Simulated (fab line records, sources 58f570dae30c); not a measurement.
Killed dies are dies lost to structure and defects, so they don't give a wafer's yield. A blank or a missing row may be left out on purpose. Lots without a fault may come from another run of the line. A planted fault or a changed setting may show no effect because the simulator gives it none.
fab line records | flow berkeley_cmos170
record lots=7 wafers=21 last_day=12
route steps=331 shown M1@242 V1@254
lots that met no fault: from a run of the same line without faults
start_h: hours from the record's first day to the start of the lot's first wafer shown | wait_h: hours since the lot's step before | " the same as in the row above | L1.1+2: a row that stands for several wafers | - no value, or no start given | * or withheld: withheld | < > ~ a bound
route shown NAME@n: a module of which the file shows steps, and the number in the route of the first | usual: mean/standard deviation of fault-free wafers | same: alike in all rows | chamber/n: place in a boat | sites: the reading at each site | _std_site: their standard deviation | _edge_site: outer sites' mean less inner sites' | radius_mm: how far each site lies from the wafer's centre | mask NAME#n: copy n | behind: the tool/chamber that last shaped the wafer | hold: why the lot was held/for how many hours/how that ended | device: the transistor (n, p or np) that didn't switch | end of line: the same wafers' tests at the end of the route | a step without rows: its recipe alone | killed: dies lost to structure and defects at the first sort, not the wafer's yield | map: a wafer's dies, x killed, . not, _ none there
set.NAME: the setting as run; set.NAME@STEP: as run at that earlier step | model.NAME: the simulator's own value behind a step, which no gauge read
lots at some steps of the route; a table a step, a row a wafer
services: from which hour (start_h, from the record's first day; less than 0 if before it) a tool's chamber was out of use, for how many hours, and why
## steps
# step UCB170_M1_COAT_04
# recipe resist=KrF spin_rpm=1500 resist_thk_nm=900
# step UCB170_M1_SOFTBAKE_05
# recipe resist=KrF temp_c=130 time_s=60
# step UCB170_M1_EXPOSE_06
# recipe mask_id=METAL1 target_cd_nm=700 na=0.5 sigma_outer=0.6 source_shape=conventional dose_mj=21
# step UCB170_M1_PEB_07
# recipe peb_temp_c=130 peb_time_s=withheld resist=KrF
# step UCB170_M1_DEVELOP_08
# recipe developer=TMAH develop_time_s=45 resist=KrF dev_temp_c=21
# step UCB170_M1_CD_MEAS_09
# recipe target_cd_nm=700
# usual cd_nm=699.7/1.5
# columns lot.wafer tool chamber start_h wait_h cd_nm
L386.2 cd_sem-02 - 160.24 - 698.7
L386.4 " - " " 699.8
L386.6 " - " " 699.4
L389.2 cd_sem-02 - 170.90 - 697.5
L389.3 " - " " 699.1
L389.6 " - " " 698.0
L404.3 cd_sem-02 - 252.11 - 702.0
L404.4 " - " " 702.4
L404.6 " - " " 701.6
L405.4 cd_sem-01 - 252.77 - 699.4
L405.5 " - " " 699.2
L405.6 " - " " 701.0
L406.1 cd_sem-01 - 263.93 - 700.5
L406.3 " - " " 701.0
L406.5 " - " " 701.4
L407.3 cd_sem-01 - 264.26 - 697.8
L407.5 " - " " 698.2
L407.6 " - " " 699.6
L409.2 cd_sem-02 - 274.76 - 700.4
L409.4 " - " " 700.3
L409.6 " - " " 699.2
# step UCB170_M1_OVL_MEAS_10
# usual M1_OVL=-2/4.9
# columns lot.wafer tool chamber start_h wait_h M1_OVL[nm]
L386.2 overlay-01 - 160.35 0.1 4
L386.4 " - " " -1
L386.6 " - " " 2
L389.2 overlay-02 - 171.01 0.1 1
L389.3 " - " " -7
L389.6 " - " " 0
L404.3 overlay-02 - 252.21 0.1 -9
L404.4 " - " " -6
L404.6 " - " " -7
L405.4 overlay-01 - 252.85 0.1 4
L405.5 " - " " -3
L405.6 " - " " 7
L406.1 overlay-01 - 264.05 0.1 -3
L406.3 " - " " 0
L406.5 " - " " -2
L407.3 overlay-02 - 264.35 0.1 -3
L407.5 " - " " -3
L407.6 " - " " -3
L409.2 overlay-02 - 274.86 0.1 -4
L409.4 " - " " 1
L409.6 " - " " -2
# step UCB170_M1_ETCH_11
# recipe chemistry=N2/H2 target_depth_a=withheld overetch_a=withheld target=BARC time_s=withheld source_w=500 bias_w=100 pressure_mtorr=30 n2_flow_sccm=100 h2_flow_sccm=200
# usual drypump_motor_current_A=5.7/0.47 oes_product_au=0.993/0.023 throttle_valve_pct=13.28/0.2
# columns lot.wafer tool chamber start_h wait_h drypump_motor_current_A oes_product_au throttle_valve_pct
L386.2 rie_diel-04 2 160.38 0.0 5.0 1.031 13.30
L386.4 " 1 " " 6.4 0.987 13.20
L386.6 " 0 " " 5.1 0.988 13.21
L389.2 rie_diel-01 0 171.04 0.0 6.5 1.025 13.35
L389.3 " 2 " " 6.1 0.965 13.19
L389.6 " 3 " " 5.9 0.953 13.47
L404.3 rie_diel-02 2 252.23 0.0 5.4 0.974 13.45
L404.4 " 0 " " 6.3 1.005 12.87
L404.6 " 3 " " 5.6 0.990 13.19
L405.4 rie_diel-04 2 252.86 0.0 5.0 1.021 13.31
L405.5 " 1 " " 6.4 1.004 13.19
L405.6 " 0 " " 5.1 1.006 13.19
L406.1 rie_diel-04 2 264.08 0.0 5.0 1.010 13.30
L406.3 " 3 " " 5.4 0.978 13.63
L406.5 " 0 " " 5.1 0.982 13.19
L407.3 rie_diel-01 3 264.37 0.0 5.9 0.964 13.48
L407.5 " 3 " " 6.0 0.961 13.46
L407.6 " 2 " " 6.1 0.956 13.18
L409.2 rie_diel-02 1 274.89 0.0 5.5 1.031 13.33
L409.4 " 0 " " 6.3 1.022 12.87
L409.6 " 2 " " 5.5 0.966 13.45
# step UCB170_M1_METAL_ETCH_12
# recipe chemistry=Cl2/BCl3 target=Al stop_on=PSG pressure_mtorr=12 target_depth_a=7800 over_etch_frac=0.3 time_s=130 icp_w=600 bias_w=120 Cl2_flow_sccm=90 bcl3_flow_sccm=45
# usual drypump_motor_current_A=5.9/0.36 oes_product_au=0.852/0.015 throttle_valve_pct=24.30/0.16
# columns lot.wafer tool chamber start_h wait_h drypump_motor_current_A oes_product_au rf_hours_counter_h throttle_valve_pct
L386.2 rie_metal-02 1 160.42 - 6.5 0.840 9 24.28
L386.4 " 1 " " 6.5 0.853 - 24.29
L386.6 " 1 " " 6.5 0.842 - 24.30
L389.2 rie_metal-02 0 171.08 - 5.4 0.859 7 24.50
L389.3 " 1 " " 6.6 0.846 - 24.30
L389.6 " 1 " " 6.5 0.831 - 24.30
L404.3 rie_metal-02 0 252.32 - 5.4 0.864 - 24.49
L404.4 " 1 " " 6.5 0.842 - 24.30
L404.6 " 1 " " 6.5 0.837 - 24.29
L405.4 rie_metal-01 0 252.95 - 5.7 0.867 - 24.42
L405.5 " 1 " " 6.0 0.871 - 24.14
L405.6 " 0 " " 5.7 0.867 - 24.42
L406.1 rie_metal-04 1 264.13 - 6.0 0.840 13 24.08
L406.3 " 0 " " 5.8 0.845 - 24.38
L406.5 " 1 " " 5.9 0.843 - 24.08
L407.3 rie_metal-01 1 264.46 - 5.9 0.883 - 24.12
L407.5 " 0 " " 5.7 0.878 - 24.41
L407.6 " 1 " " 5.9 0.883 - 24.15
L409.2 rie_metal-02 0 274.93 - 5.4 0.856 9 24.50
L409.4 " 1 " " 6.5 0.837 - 24.31
L409.6 " 0 " " 5.4 0.861 - 24.48
# step UCB170_M1_STRIP_13
# recipe chemistry=O2 power_w=400 pressure_mtorr=3500 platen_temp_c=withheld o2_flow_sccm=400 overash_fraction=0.5
# usual drypump_motor_current_A=6.1/0.33 oes_product_au=0.721/0.0045
# columns lot.wafer tool chamber start_h wait_h drypump_motor_current_A oes_product_au rf_hours_counter_h
L386.2 plasma_asher-01 1 160.55 0.1 5.9 0.717 45
L386.4 " 0 " " 5.5 0.716 -
L386.6 " 0 " " 5.6 0.718 -
L389.2 plasma_asher-04 0 171.21 0.1 6.1 0.721 49
L389.3 " 1 " " 6.1 0.718 -
L389.6 " 0 " " 6.1 0.721 -
L404.3 plasma_asher-04 1 252.44 0.1 6.2 0.716 -
L404.4 " 0 " " 6.1 0.728 -
L404.6 " 0 " " 6.1 0.720 -
L405.4 plasma_asher-01 1 253.07 0.1 5.9 0.718 -
L405.5 " 0 " " 5.5 0.723 -
L405.6 " 1 " " 5.9 0.725 -
L406.1 plasma_asher-04 1 264.26 0.1 6.1 0.720 58
L406.3 " 0 " " 6.1 0.729 -
L406.5 " 0 " " 6.1 0.725 -
L407.3 plasma_asher-01 1 264.58 0.1 5.9 0.723 -
L407.5 " 0 " " 5.5 0.714 -
L407.6 " 1 " " 5.9 0.718 -
L409.2 plasma_asher-03 1 275.07 0.1 6.0 0.718 54
L409.4 " 1 " " 5.9 0.719 -
L409.6 " 1 " " 6.0 0.720 -
# step UCB170_M1_CD_MEAS_90
# recipe target_cd_nm=700
# usual cd_nm=699.9/2.5
# columns lot.wafer tool chamber start_h wait_h cd_nm
L386.2 cd_sem-01 - 160.67 0.1 700.1
L386.4 " - " " 699.2
L386.6 " - " " 699.2
L389.2 cd_sem-01 - 171.33 0.1 697.3
L389.3 " - " " 699.3
L389.6 " - " " 697.7
L404.3 cd_sem-02 - 252.55 0.1 702.3
L404.4 " - " " 701.9
L404.6 " - " " 701.4
L405.4 cd_sem-01 - 253.20 0.1 697.9
L405.5 " - " " 700.0
L405.6 " - " " 699.3
L406.1 cd_sem-01 - 264.36 0.1 704.5
L406.3 " - " " 704.6
L406.5 " - " " 705.6
L407.3 cd_sem-02 - 264.69 0.1 698.0
L407.5 " - " " 694.5
L407.6 " - " " 699.9
L409.2 cd_sem-02 - 275.19 0.1 700.2
L409.4 " - " " 697.9
L409.6 " - " " 696.9
# step UCB170_M1_ANNEAL_14
# recipe temp_c=400 time_s=1200 ambient=forming_gas
# step UCB170_V1_CVD_00
# recipe material=SiO2 target_thk_nm=2000 temp_c=390 precursor=TEOS/O2 time_s=250 rf_w=550 pressure_mtorr=9000
# usual heater_power_w=246/50 run_length_s=277.8/0.57
# columns lot.wafer tool chamber start_h wait_h heater_power_w run_length_s model.SiO2_of_V1_CVD_00.thk_nm
L386.2 pecvd-03 2 163.28 0.0 260 277.6 1943
L386.4 " 2 " " 177 277.1 1991
L386.6 " 1 " " 302 277.9 1987
L389.2 pecvd-01 0 172.76 0.0 339 277.7 2002
L389.3 " 1 " " 293 278.4 1996
L389.6 " 0 " " 238 277.6 2051
L404.3 pecvd-01 0 254.92 0.0 293 387.4 2852
L404.4 " 1 " " 226 387.4 2885
L404.6 " 0 " " 349 386.6 2891
L405.4 pecvd-01 1 255.15 0.2 300 387.0 2883
L405.5 " 2 " " 200 386.3 2863
L405.6 " 0 " " 335 386.4 2918
L406.1 pecvd-01 2 265.81 0.0 256 386.0 2858
L406.3 " 0 " " 249 386.5 2887
L406.5 " 0 " " 330 386.6 2917
L407.3 pecvd-03 1 267.15 0.0 332 277.7 1999
L407.5 " 2 " " 215 277.2 2035
L407.6 " 0 " " 159 277.8 2010
L409.2 pecvd-03 2 276.62 0.0 204 277.5 1981
L409.4 " 0 " " 160 277.3 1986
L409.6 " 1 " " 239 277.5 1967
# step UCB170_V1_THK_MEAS_01
# recipe reads=SiO2_of_V1_CVD_00
# usual V1_TEOS_THK=1994/27
# columns lot.wafer tool chamber start_h wait_h V1_TEOS_THK[nm]
L386.2 film_metro-01 - 163.45 0.1 1944
L386.4 " - " " 1991
L386.6 " - " " 1987
L389.2 film_metro-03 - 172.93 0.1 2003
L389.3 " - " " 1996
L389.6 " - " " 2051
L404.3 film_metro-03 - 255.09 0.1 2852
L404.4 " - " " 2884
L404.6 " - " " 2890
L405.4 film_metro-02 - 255.26 0.0 2884
L405.5 " - " " 2863
L405.6 " - " " 2918
L406.1 film_metro-01 - 265.97 0.1 2857
L406.3 " - " " 2887
L406.5 " - " " 2914
L407.3 film_metro-03 - 267.32 0.1 2001
L407.5 " - " " 2032
L407.6 " - " " 2009
L409.2 film_metro-03 - 276.79 0.1 1982
L409.4 " - " " 1985
L409.6 " - " " 1966
# step UCB170_V1_CMP_02
# recipe material=SiO2 down_force_psi=6 platen_rpm=60 pad_velocity_m_s=0.75398
# usual motor_current_A=15.1/1.4 platen_rpm=60.00/0.041 slurry_flow_ml_min=150.1/0.51
# columns lot.wafer tool chamber start_h wait_h motor_current_A platen_rpm slurry_flow_ml_min
L386.2 cmp-02 3 163.60 0.1 17.0 59.99 150.1
L386.4 " 0 " " 14.3 60.04 150.4
L386.6 " 2 " " 15.3 60.02 150.8
L389.2 cmp-01 3 173.08 0.1 16.0 60.01 149.5
L389.3 " 0 " " 14.3 60.06 149.7
L389.6 " 2 " " 14.7 60.00 150.1
L404.4 cmp-02 2 255.13 0.0 15.7 60.01 150.1
L404.3 " 1 " " 13.0 60.01 150.5
L404.6 " 2 " " 14.9 59.98 150.0
L405.4 cmp-01 1 255.29 0.0 15.9 60.01 150.2
L405.6 " 1 " " 17.1 59.99 150.4
L405.5 " 2 " " 15.1 59.95 150.6
L406.1 cmp-01 0 266.03 0.1 14.3 60.00 150.0
L406.3 " 3 " " 15.7 60.03 150.2
L406.5 " 0 " " 14.0 60.00 150.0
L407.3 cmp-02 2 267.41 0.1 16.2 60.02 150.0
L407.5 " 1 " " 12.7 60.02 149.3
L407.6 " 2 " " 14.4 60.02 149.9
L409.2 cmp-01 1 276.94 0.1 16.9 60.03 149.9
L409.4 " 2 " " 14.0 59.96 150.3
L409.6 " 0 " " 13.9 59.95 150.3
## services
# columns tool chamber start_h hours kind
cmp-02 - 137.04 1.6 repair
rie_metal-02 1 137.42 6.5 repair
rie_metal-02 - 137.93 14.6 pm
rie_diel-01 3 138.69 11.9 repair
rie_diel-02 2 142.66 5.8 repair
rie_diel-02 0 153.99 1.4 repair
rie_diel-04 3 174.28 3.3 repair
cmp-01 - 179.70 3.3 pm
rie_diel-01 1 188.03 9.4 repair
rie_diel-01 2 191.05 14.4 repair
cmp-01 - 198.25 2.6 repair
plasma_asher-01 - 199.44 0.4 repair
rie_diel-01 1 206.89 10.9 repair
cmp-01 - 212.31 0.8 repair
cmp-02 - 213.11 8.1 pm
plasma_asher-01 - 213.65 0.5 repair
rie_metal-02 - 218.01 0.2 repair
plasma_asher-04 - 223.04 2.1 repair
cmp-01 - 228.49 14.0 pm
plasma_asher-04 - 229.47 14.6 pm
cmp-02 - 232.00 4.0 pm
pecvd-03 - 242.50 14.0 pm
rie_diel-04 0 247.03 5.3 repair
cmp-02 - 268.00 3.3 repair
## key
first_sign step=UCB170_V1_CVD_00 reading=run_length_s direction=up sigmas=99+ usual=* struck=*
effect step=UCB170_V1_THK_MEAS_01 reading=V1_TEOS_THK direction=up sigmas=33 usual=1994 struck=2883
model_effect step=UCB170_V1_CVD_00 value=SiO2_of_V1_CVD_00.thk_nm without=2011 struck=2884
met_at UCB170_V1_CVD_00
struck_wafers L404.3,L404.4,L404.6,L405.4,L405.5,L405.6,L406.1,L406.3,L406.5
sort_left_out L404.3,L404.4,L404.6
fault kind=process_parameter_drift tool=pecvd-01 chamber=- onset_h=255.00 steps=UCB170_V1_CVD_00 channel=time_s offset=* shape=step end_h=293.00 acts_in=* stated=*
# sort_left_out: the simulated sort isn't trusted on such a fault, so these wafers' sort isn't shown, and their yield isn't known
